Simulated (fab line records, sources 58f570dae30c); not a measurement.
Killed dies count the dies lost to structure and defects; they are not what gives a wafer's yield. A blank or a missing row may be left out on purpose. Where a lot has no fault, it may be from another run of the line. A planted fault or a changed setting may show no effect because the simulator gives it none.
Matching of chambers ; flow berkeleyCmos170 ; cmp-01 running UCB170_V2_CMP_02: 4 sister chambers
The step polishes SiO2. 8 wafers are shown with their chamber, then 9 later ones without.

## WAFERS PAIRED WITH THEIR CHAMBERS
wafer;chamber;motorCurrentA (A);headPressurePsi (psi)
L275.1;3;14.4;6.009
L274.2;3;14.9;5.983
L274.5;2;17.9;6.008
L282.5;0;14.9;6.024
L282.6;1;17.3;5.978
L284.1;2;17.3;5.983
L284.3;0;15.8;5.997
L284.4;1;17.7;6.005

## WAFERS WITHOUT THEIR CHAMBER
wafer;motorCurrentA (A);headPressurePsi (psi)
L286.3;13.9;6.006
L286.4;17.8;6.009
L286.6;15.6;5.992
L291.3;17.3;6.011
L291.4;17.1;6.009
L291.6;17.2;6.021
L295.3;15.0;5.994
L295.4;16.2;6.012
L295.6;16.6;6.007

## EACH ONE'S CHAMBER
wafer;from the rows above;in truth
L286.3;can't be placed: 3 or 0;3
L286.4;can't be placed: 2 or 1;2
L286.6;can't be placed: 0 or 3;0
L291.3;can't be placed: 2 or 1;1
L291.4;can't be placed: 1 or 2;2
L291.6;can't be placed: 2 or 1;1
L295.3;can't be placed: 3 or 0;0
L295.4;can't be placed: 0 or 1 or 2 or 3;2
L295.6;can't be placed: 1 or 2 or 0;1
Correctly placed: 0 of 9. Cannot be placed on the basis of these rows: 9; the candidates contain the true chamber in 9. 0 placed wrongly.
How it was worked out, from the rows above alone: a wafer's distance from a chamber is the root of the sum, over the readings, of the square of ((its reading less the chamber's mean) divided by the reading's scatter). The wafer belongs to the nearest chamber; if the next one is less than 2 further off, it can't be placed. Each chamber's mean is taken over the wafers shown for it. The scatter: take each reading less its chamber's mean, square it, sum over the shown wafers, divide by the number of wafers less the number of chambers, and take the root.
